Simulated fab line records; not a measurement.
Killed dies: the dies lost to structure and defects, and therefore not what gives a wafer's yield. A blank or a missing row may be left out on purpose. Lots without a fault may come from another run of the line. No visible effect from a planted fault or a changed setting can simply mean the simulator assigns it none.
fab line records	flow ritCmos	part 2 of 2: steps 31 to 41 of 41
[record] lots = 5	wafers = 15	lastDay = 7
route steps=202 shown PRETRO@70 GATE@75 FOX2@80 REOX@98 NLDD@103
lots that met no fault: from a run of the same line without faults
startH: hours from the record's first day to the start of the lot's first wafer shown	waitH: how many hours have passed since the lot's step before this one	" identical to the entry in the row above	L1.1+2: a row that stands for several wafers	- no value present, or no start provided	* or withheld: withheld	< > ~ a bound
route shown NAME@n: a module of which the file shows steps, and the number in the route of the first	usual: the fault-free wafers' mean and standard deviation	same: alike in all rows	chamber/n: place in a boat	sites: readings site by site	_std_site: how widely they spread, as a standard deviation	_edge_site: mean of outer sites minus mean of inner sites	radiusMm: how far each site lies from the wafer's centre	mask NAME#n: copy n	behind: tool/chamber where the wafer was last shaped	hold: why the lot was held/for how many hours/how that ended	device: the transistor (n, p or np) that didn't switch	end of line: the tests these same wafers got at the end of their route	for a step that has no rows: nothing shown but its recipe	killed: dies lost to structure and defects at the first sort, not the wafer's yield	map: dies across one wafer; x = killed, . = not, _ = none there
set.NAME: the setting the step ran with; set.NAME@STEP: the setting that earlier step ran with	model.NAME: the simulator's own value behind a step, which no gauge read
a table for each step, a row for each wafer; lots at some steps of the route
services: a tool's chamber out of use, with start hour (startH, from the record's first day; less than 0 if before it), hours out, and reason
[[steps]]
[step RIT_REOX_CLEAN_02]
[recipe] chemistry = SC2	mix = 3:3:50	timeS = 600	tempC = 75	dry = n2Spin
lot.wafer	tool	chamber	startH	waitH
L078.2+3+6	wetBench-01	0	60.61	0.0
L079.2+4+5	wetBench-02	2	63.77	0.0
L086.1+5+6	wetBench-04	1	98.78	0.0
L091.1+2+5	wetBench-02	2	124.94	0.0
L094.1+4+6	wetBench-04	2	140.79	0.0
[step RIT_REOX_OXIDATION_03]
[recipe] tempC = 900	ambient = O2	targetThkA = 252	oxTimeS = 5580
lot.wafer	tool	chamber	startH	waitH
L078.2+3+6	furnace-04	0	60.79	0.0
L079.2+4+5	furnace-04	0	63.95	0.0
L086.1+5+6	furnace-03	0	100.61	1.6
L091.1+2+5	furnace-03	0	126.12	1.0
L094.1+4+6	furnace-04	0	144.03	3.0
[step RIT_REOX_THK_MEAS_04]
[recipe] reads = SiO2_of_REOX_OXIDATION_03
[usual] REOX_OXIDE_THK = 24.9/0.51
lot.wafer	tool	chamber	startH	waitH	REOX_OXIDE_THK[nm]
L078.2	filmMetro-04	-	63.35	0.0	23.9
L078.3	"	-	"	"	23.9
L078.6	"	-	"	"	23.8
L079.2	filmMetro-04	-	66.51	0.0	25.0
L079.4	"	-	"	"	24.7
L079.5	"	-	"	"	24.7
L086.1	filmMetro-03	-	103.16	0.0	25.2
L086.5	"	-	"	"	25.2
L086.6	"	-	"	"	25.5
L091.1	filmMetro-01	-	128.67	0.0	24.9
L091.2	"	-	"	"	25.0
L091.5	"	-	"	"	24.9
L094.1	filmMetro-04	-	146.58	0.0	25.6
L094.4	"	-	"	"	25.8
L094.6	"	-	"	"	25.6
[step RIT_NLDD_HMDS_00]
[recipe] primeTimeS = 60	primeTempC = 140
[usual] chillPlateTempC = 23.00/0.1
lot.wafer	tool	chamber	startH	waitH	chillPlateTempC
L078.2	lithoTrack-04	0	63.42	0.1	23.09
L078.3	"	0	"	"	23.08
L078.6	"	0	"	"	22.91
L079.2	lithoTrack-03	0	66.58	0.1	22.94
L079.4	"	0	"	"	23.01
L079.5	"	0	"	"	23.15
L086.1	lithoTrack-04	0	103.22	0.1	23.14
L086.5	"	0	"	"	23.05
L086.6	"	0	"	"	22.90
L091.1	lithoTrack-03	0	128.73	0.1	23.12
L091.2	"	0	"	"	23.04
L091.5	"	0	"	"	23.03
L094.1	lithoTrack-04	0	146.64	0.1	23.01
L094.4	"	0	"	"	22.85
L094.6	"	0	"	"	23.02
[step RIT_NLDD_COAT_01]
[recipe] resist = NOVOLAK	spinRpm = 3250	resistThkNm = 1000
[usual] chillPlateTempC = 23.00/0.1	spinSpeedRpm = 3250.0/2.2
lot.wafer	tool	chamber	startH	waitH	chillPlateTempC	spinSpeedRpm
L078.2	lithoTrack-04	0	63.57	0.1	22.79	3246.3
L078.3	"	0	"	"	22.88	3249.1
L078.6	"	0	"	"	23.00	3249.0
L079.2	lithoTrack-03	0	66.73	0.1	23.09	3247.4
L079.4	"	0	"	"	23.08	3248.3
L079.5	"	0	"	"	23.05	3252.0
L086.1	lithoTrack-04	0	103.37	0.1	23.02	3251.0
L086.5	"	0	"	"	23.03	3250.7
L086.6	"	0	"	"	23.03	3249.0
L091.1	lithoTrack-03	0	128.88	0.1	22.84	3252.1
L091.2	"	0	"	"	22.87	3246.6
L091.5	"	0	"	"	22.80	3252.6
L094.1	lithoTrack-04	0	146.79	0.1	22.98	3248.2
L094.4	"	0	"	"	23.08	3245.6
L094.6	"	0	"	"	22.99	3249.0
[step RIT_NLDD_SOFTBAKE_02]
[recipe] resist = NOVOLAK	tempC = 90	timeS = 60
[usual] chillPlateTempC = 23.00/0.11
lot.wafer	tool	chamber	startH	waitH	chillPlateTempC
L078.2	lithoTrack-04	0	63.72	0.1	23.01
L078.3	"	0	"	"	23.02
L078.6	"	0	"	"	23.06
L079.2	lithoTrack-03	0	66.88	0.1	22.87
L079.4	"	0	"	"	23.10
L079.5	"	0	"	"	22.93
L086.1	lithoTrack-04	0	103.52	0.1	22.83
L086.5	"	0	"	"	23.10
L086.6	"	0	"	"	23.07
L091.1	lithoTrack-03	0	129.03	0.1	23.06
L091.2	"	0	"	"	22.99
L091.5	"	0	"	"	23.11
L094.1	lithoTrack-04	0	146.94	0.1	22.94
L094.4	"	0	"	"	22.89
L094.6	"	0	"	"	22.89
[step RIT_NLDD_EXPOSE_03]
[recipe] maskId = M7	na = 0.57	targetCdNm = 40700	doseMj = 250
lot.wafer	tool	chamber	startH	waitH	mask
L078.2+3+6	ilineStepper-02	0	63.87	0.1	M7#0
L079.2+4+5	ilineStepper-01	0	67.15	0.2	M7#0
L086.1+5+6	ilineStepper-02	0	103.67	0.1	M7#0
L091.1+2+5	ilineStepper-02	0	129.18	0.1	M7#0
L094.1+4+6	ilineStepper-01	0	147.09	0.1	M7#0
[step RIT_NLDD_PEB_04]
[recipe] resist = NOVOLAK	tempC = withheld	timeS = withheld
[usual] chillPlateTempC = *
lot.wafer	tool	chamber	startH	waitH	chillPlateTempC
L078.2	lithoTrack-04	0	63.99	0.1	*
L078.3	"	0	"	"	*
L078.6	"	0	"	"	*
L079.2	lithoTrack-03	0	67.28	0.1	*
L079.4	"	0	"	"	*
L079.5	"	0	"	"	*
L086.1	lithoTrack-03	0	103.88	0.2	*
L086.5	"	0	"	"	*
L086.6	"	0	"	"	*
L091.1	lithoTrack-04	0	129.30	0.1	*
L091.2	"	0	"	"	*
L091.5	"	0	"	"	*
L094.1	lithoTrack-01	0	147.21	0.1	*
L094.4	"	0	"	"	*
L094.6	"	0	"	"	*
[step RIT_NLDD_DEVELOP_05]
[recipe] resist = NOVOLAK	developTimeS = 50	devTempC = 23
[usual] chillPlateTempC = 23.00/0.099
lot.wafer	tool	chamber	startH	waitH	chillPlateTempC
L078.2	lithoTrack-04	0	-	-	23.06
L078.3	"	0	"	"	23.02
L078.6	"	0	"	"	23.13
L079.2	lithoTrack-03	0	-	-	22.98
L079.4	"	0	"	"	23.08
L079.5	"	0	"	"	23.22
L086.1	lithoTrack-03	0	-	-	22.99
L086.5	"	0	"	"	23.01
L086.6	"	0	"	"	22.92
L091.1	lithoTrack-04	0	-	-	22.93
L091.2	"	0	"	"	22.76
L091.5	"	0	"	"	22.97
L094.1	lithoTrack-01	0	-	-	23.24
L094.4	"	0	"	"	23.27
L094.6	"	0	"	"	23.24
[step RIT_NLDD_OVL_MEAS_06]
[usual] NLDD_OVL = -1.1/1.6
lot.wafer	tool	chamber	startH	waitH	NLDD_OVL[nm]
L078.2	overlay-01	-	64.26	-	-1.1
L078.3	"	-	"	"	-1.2
L078.6	"	-	"	"	-1.3
L079.2	overlay-02	-	67.54	-	-1.1
L079.4	"	-	"	"	-0.5
L079.5	"	-	"	"	-1.6
L086.1	overlay-01	-	104.17	-	-1.2
L086.5	"	-	"	"	-4.0
L086.6	"	-	"	"	-3.3
L091.1	overlay-02	-	129.58	-	-0.6
L091.2	"	-	"	"	-0.7
L091.5	"	-	"	"	-0.6
L094.1	overlay-02	-	147.49	-	-2.6
L094.4	"	-	"	"	0.7
L094.6	"	-	"	"	-1.7
[step RIT_NLDD_HARDBAKE_07]
[recipe] resist = NOVOLAK	tempC = 140	timeS = 60
[usual] chillPlateTempC = 22.98/0.098
lot.wafer	tool	chamber	startH	waitH	chillPlateTempC
L078.2	lithoTrack-01	0	64.31	0.0	22.99
L078.3	"	0	"	"	22.96
L078.6	"	0	"	"	22.91
L079.2	lithoTrack-03	0	67.59	0.0	22.95
L079.4	"	0	"	"	23.09
L079.5	"	0	"	"	23.10
L086.1	lithoTrack-04	0	104.20	0.0	22.81
L086.5	"	0	"	"	22.78
L086.6	"	0	"	"	22.92
L091.1	lithoTrack-03	0	129.61	0.0	22.90
L091.2	"	0	"	"	23.00
L091.5	"	0	"	"	22.99
L094.1	lithoTrack-04	0	147.53	0.0	23.01
L094.4	"	0	"	"	23.01
L094.6	"	0	"	"	23.08
[[services]]
tool	chamber	startH	hours	kind
plasmaAsher-02	-	43.78	0.9	repair
lpcvd-02	-	47.24	0.4	repair
rieSi-02	-	49.03	0.3	repair
furnace-03	-	51.46	3.2	pm
plasmaAsher-03	-	56.69	2.8	pm
implanter-03	-	57.48	2.4	pm
ilineStepper-01	-	58.87	1.7	pm
lpcvd-01	-	61.69	1.1	repair
ilineStepper-02	-	67.08	4.4	pm
rieSi-01	0	78.93	11.9	repair
furnace-02	-	83.08	75.5	pm
ilineStepper-01	-	89.14	1.5	repair
implanter-03	-	91.23	1.7	repair
implanter-04	-	106.25	4.0	repair
plasmaAsher-03	-	108.75	9.0	pm
implanter-01	-	110.63	8.1	repair
furnace-01	-	126.78	3.6	pm
furnace-04	-	130.90	11.8	repair
implanter-04	-	132.64	3.3	pm
plasmaAsher-03	-	142.18	0.6	repair
lpcvd-01	-	143.26	0.4	repair
lpcvd-02	-	143.61	6.1	pm
furnace-03	-	143.98	3.0	pm
ilineStepper-02	-	145.04	2.1	pm
